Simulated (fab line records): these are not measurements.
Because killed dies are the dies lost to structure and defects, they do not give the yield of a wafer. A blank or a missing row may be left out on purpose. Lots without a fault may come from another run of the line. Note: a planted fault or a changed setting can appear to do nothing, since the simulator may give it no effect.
Which tool is to blame? | flow berkeley-cmos170 | Sampling: 14 lots, 42 wafers, 5 of 331 route steps

WHAT EACH GAUGE READ, for each wafer
UCB170_FIELD_THK_MEAS_91.
lot  | measured     | on            | FIELD_OXIDE_LEFT_2_THK (nm)
L953 | day 5 14:22  | film-metro-02 | 352 350 342
L954 | day 5 20:40  | film-metro-02 | 346 354 353
L960 | day 7 05:06  | film-metro-04 | 395 397 409
L964 | day 7 11:57  | film-metro-02 | 391 390 401
L962 | day 7 12:13  | film-metro-02 | 344 347 362
L959 | day 7 12:29  | film-metro-02 | 343 344 342
L961 | day 7 12:34  | film-metro-03 | 363 364 359
L968 | day 9 03:17  | film-metro-04 | 372 362 369
L969 | day 9 03:33  | film-metro-04 | 375 370 372
L971 | day 9 14:32  | film-metro-03 | 352 347 353
L972 | day 9 14:58  | film-metro-03 | 339 344 335
L973 | day 10 00:47 | film-metro-02 | 342 351 345
L974 | day 10 01:04 | film-metro-02 | 359 356 360
L975 | day 10 13:16 | film-metro-02 | 339 350 332

UCB170_V1_THK_MEAS_01.
lot  | measured     | on            | V1_TEOS_THK (nm)
L953 | day 7 04:02  | film-metro-01 | 1970 1988 2031
L954 | day 7 13:19  | film-metro-04 | 1991 2052 2007
L962 | day 9 07:18  | film-metro-04 | 2010 2011 2028
L959 | day 9 07:28  | film-metro-04 | 2017 2053 2030
L961 | day 9 07:19  | film-metro-01 | 2021 2022 2032
L968 | day 11 03:10 | film-metro-04 | 2049 2053 2053
L969 | day 11 03:16 | film-metro-01 | 2010 1930 1996
L971 | day 11 12:26 | film-metro-02 | 1993 2037 2016
L972 | day 11 12:35 | film-metro-04 | 1964 1977 2037
L973 | day 11 18:54 | film-metro-01 | 1920 2003 1963
L974 | day 11 18:54 | film-metro-04 | 1978 2005 2026
L975 | day 12 01:49 | film-metro-01 | 1970 1973 1961

UCB170_M3_RS_MEAS_02: measurement is done with a four-point probe.
lot  | measured     | on            | M3_AL_RS (ohm/sq)
L953 | day 7 14:31  | film-metro-01 | 0.0327 0.0321 0.0327
L954 | day 7 21:49  | film-metro-01 | 0.0325 0.0319 0.0321
L962 | day 9 14:40  | film-metro-02 | 0.0322 0.0318 0.0321
L959 | day 9 16:12  | film-metro-03 | 0.0323 0.0323 0.0319
L961 | day 9 15:39  | film-metro-02 | 0.0320 0.0318 0.0319
L968 | day 11 14:21 | film-metro-02 | 0.0326 0.0334 0.0329
L969 | day 11 12:38 | film-metro-02 | 0.0331 0.0328 0.0323
L971 | day 11 21:04 | film-metro-03 | 0.0328 0.0323 0.0323
L972 | day 11 21:15 | film-metro-01 | 0.0325 0.0325 0.0338
L973 | day 12 06:28 | film-metro-03 | 0.0324 0.0320 0.0320
L974 | day 12 06:35 | film-metro-02 | 0.0329 0.0320 0.0318
L975 | day 12 16:58 | film-metro-03 | 0.0332 0.0325 0.0322

WHAT TOOL EACH LOT RAN ON (gives the tool, then ch and the chambers of the sampled wafers, and finally the start)
lot  | UCB170_GATE_WET_ETCH_00         | UCB170_SILICIDE_RTA_04
L953 | wet-bench-04 ch 2, day 5 14:14  | rtp-anneal-01 ch 0, day 6 15:41
L954 | wet-bench-03 ch 0, day 5 20:36  | rtp-anneal-01 ch 0, day 6 23:07
L960 | wet-bench-04 ch 3, day 7 05:01  | -
L964 | wet-bench-04 ch 1, day 7 11:52  | -
L962 | wet-bench-04 ch 0, day 7 12:09  | rtp-anneal-02 ch 0, day 8 16:50
L959 | wet-bench-04 ch 3, day 7 12:25  | rtp-anneal-02 ch 0, day 8 17:46
L961 | wet-bench-04 ch 2, day 7 12:29  | rtp-anneal-01 ch 0, day 8 17:25
L968 | wet-bench-03 ch 1, day 9 03:13  | rtp-anneal-02 ch 0, day 10 14:49
L969 | wet-bench-03 ch 0, day 9 03:28  | rtp-anneal-01 ch 0, day 10 14:24
L971 | wet-bench-04 ch 2, day 9 14:28  | rtp-anneal-02 ch 0, day 10 20:19
L972 | wet-bench-01 ch 0, day 9 14:54  | rtp-anneal-02 ch 0, day 10 19:55
L973 | wet-bench-03 ch 2, day 10 00:43 | rtp-anneal-02 ch 0, day 11 05:50
L974 | wet-bench-03 ch 2, day 10 00:59 | rtp-anneal-01 ch 0, day 11 06:06
L975 | wet-bench-03 ch 3, day 10 13:11 | rtp-anneal-02 ch 0, day 11 14:44
- UCB170_GATE_WET_ETCH_00: etches SiO2 in dHF, time 200 s.
- UCB170_SILICIDE_RTA_04: time 15 s.

WHAT THE TOOLS THEMSELVES READ (means of the sampled wafers that have a number; where no wafer has one, the mark that the record gives instead)
UCB170_GATE_WET_ETCH_00.
lot  | tool         | bath-heat-duty-pct (%) | run-length-s (s)
L953 | wet-bench-04 | 5.5                    | 231
L954 | wet-bench-03 | 7.0                    | 228
L960 | wet-bench-04 | -                      | -
L964 | wet-bench-04 | -                      | -
L962 | wet-bench-04 | 6.5                    | 227
L959 | wet-bench-04 | 5.7                    | 224
L961 | wet-bench-04 | 5.2                    | 223
L968 | wet-bench-03 | 6.0                    | 233
L969 | wet-bench-03 | 6.6                    | 234
L971 | wet-bench-04 | 6.2                    | 231
L972 | wet-bench-01 | 5.7                    | 225
L973 | wet-bench-03 | 6.8                    | 232
L974 | wet-bench-03 | 6.4                    | 231
L975 | wet-bench-03 | 6.7                    | 232

UCB170_SILICIDE_RTA_04.
lot  | tool          | chamber-o2-ppm | lamp-power-pct (%) | wafer_temp_C_max
L953 | rtp-anneal-01 | 1.994          | 10.2               | 652.6
L954 | rtp-anneal-01 | 2.016          | 10.1               | 651.8
L962 | rtp-anneal-02 | 1.999          | 11.1               | 651.7
L959 | rtp-anneal-02 | 2.002          | 11.1               | 652.4
L961 | rtp-anneal-01 | 1.986          | 10.1               | 652.1
L968 | rtp-anneal-02 | 2.013          | 11.1               | 651.8
L969 | rtp-anneal-01 | 2.010          | 10.2               | 652.4
L971 | rtp-anneal-02 | 2.006          | 11.1               | 652.2
L972 | rtp-anneal-02 | 1.991          | 11.1               | 652.2
L973 | rtp-anneal-02 | 2.005          | 11.1               | 652.1
L974 | rtp-anneal-01 | 2.016          | 10.1               | 651.8
L975 | rtp-anneal-02 | 1.985          | 11.1               | 652.6

THE ANSWER, worked out from the rows above alone
Rule: what is usual is taken from the lots themselves. The widest of any qualifying gaps counts: lots, ordered by their means at a reading, are off when they make up no more than a third of the lots, leave a main group of 4 or more, and stand apart from it by 3 or more times the standard deviation of that group's means. A main group whose means are all the same, to the digits that the tables above print for the reading, isn't used. Also off: a lot with no number at a reading for which 4 or more lots have one. All remaining lots with rows at the step are treated as sound. Order of review: gauges by route order, followed by the tools' own readings, for which a lot's mean as printed above is used. The first step at which some lot is off is used, and at that step the reading that is off furthest; a lot without a number counts as furthest.
Off, at UCB170_GATE_WET_ETCH_00 on bath-heat-duty-pct: L960, L964. Without a number there: L960, L964. Main group: mean 6.2 %, sd 0.55.
A tool fits if, at that step or a process step before it, it ran every lot that is off, and no sound lot after the first of them. Of those tried, none fits.

WHAT THE SIMULATOR HAD INSERTED
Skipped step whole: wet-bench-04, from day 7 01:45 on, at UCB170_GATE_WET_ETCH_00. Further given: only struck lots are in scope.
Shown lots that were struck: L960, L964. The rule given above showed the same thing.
